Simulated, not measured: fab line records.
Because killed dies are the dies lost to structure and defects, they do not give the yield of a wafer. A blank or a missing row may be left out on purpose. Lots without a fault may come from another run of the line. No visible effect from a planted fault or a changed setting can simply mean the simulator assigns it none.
Which tool did it? + flow rit cmos + 39 wafers from 13 lots sampled at 2 of the route's 202 steps

== WHAT EACH GAUGE READ, for each wafer ==
RIT_GATE_CD_MEAS_16 targets a cd of 150 nm. Usual: cd nm at 149.7 nm, with a standard deviation of 2.3.
| lot  | measured    | on        | cd nm (nm)        | flag |
|------|-------------|-----------|-------------------|------|
| L567 | day 3 06:00 | cd sem-01 | 151.3 150.9 149.4 |      |
| L568 | day 3 10:52 | cd sem-02 | 149.3 149.3 149.7 |      |
| L569 | day 3 22:34 | cd sem-01 | 150.8 146.7 150.4 |      |
| L570 | day 4 03:26 | cd sem-02 | 151.1 149.6 151.9 |      |
| L574 | day 4 21:36 | cd sem-01 | 146.0 145.4 148.4 |      |
| L575 | day 4 21:42 | cd sem-02 | 149.0 149.8 148.4 |      |
| L578 | day 5 16:56 | cd sem-02 | 149.8 147.4 149.8 |      |
| L577 | day 5 17:12 | cd sem-01 | 138.0 136.9 138.4 | OFF  |
| L581 | day 6 03:33 | cd sem-02 | 152.0 148.7 150.5 |      |
| L583 | day 6 13:06 | cd sem-02 | 152.8 152.7 149.9 |      |
| L588 | day 7 02:17 | cd sem-02 | 149.2 149.0 152.3 |      |
| L589 | day 7 10:57 | cd sem-02 | 150.2 150.1 151.5 |      |
| L590 | day 7 12:48 | cd sem-01 | 149.9 151.0 149.4 |      |

== EACH LOT AND THE TOOL THAT RAN IT (in order: tool; ch and the chambers of the sampled wafers; start) ==
| lot  | RIT_GATE_EXPOSE_13                 |
|------|------------------------------------|
| L567 | iline stepper-01 ch 0, day 3 05:36 |
| L568 | iline stepper-02 ch 0, day 3 10:28 |
| L569 | iline stepper-02 ch 0, day 3 21:54 |
| L570 | iline stepper-01 ch 0, day 4 03:02 |
| L574 | iline stepper-02 ch 0, day 4 21:12 |
| L575 | iline stepper-02 ch 0, day 4 21:18 |
| L578 | iline stepper-01 ch 0, day 5 16:20 |
| L577 | iline stepper-01 ch 0, day 5 16:27 |
| L581 | iline stepper-01 ch 0, day 6 03:00 |
| L583 | iline stepper-01 ch 0, day 6 12:30 |
| L588 | iline stepper-01 ch 0, day 7 01:53 |
| L589 | iline stepper-02 ch 0, day 7 10:33 |
| L590 | iline stepper-01 ch 0, day 7 12:20 |
- RIT_GATE_EXPOSE_13: exposes mask M6, target cd 150 nm.

== WHAT THE TOOLS THEMSELVES READ (means of the sampled wafers that have a number; where no wafer has one, the mark that the record gives instead) ==
The record holds no such reading with a usual standard deviation.

== THE ANSWER, worked out from the rows above alone ==
Rule: a lot counts as off when the mean over its wafers that have a number is more than 3 standard deviations away from the usual mean. Also off: a lot with no number at a reading for which 4 or more lots have one. Any other lot the step has rows for is counted as sound. First the gauges in route order, then the tools' own readings, where a lot's mean is used as printed above. At the first step where some lot is off, the reading lying furthest off is the one used; lots without a number count as furthest.
Off at RIT_GATE_CD_MEAS_16 (cd nm): L577.
If a tool, at a process step before that reading, ran all the lots that are off and no sound lot after the first of them, it fits. The gauges at RIT_GATE_CD_MEAS_16 are tried like those tools. None of those tried fits.

== WHAT WAS PUT IN BY THE SIMULATOR ==
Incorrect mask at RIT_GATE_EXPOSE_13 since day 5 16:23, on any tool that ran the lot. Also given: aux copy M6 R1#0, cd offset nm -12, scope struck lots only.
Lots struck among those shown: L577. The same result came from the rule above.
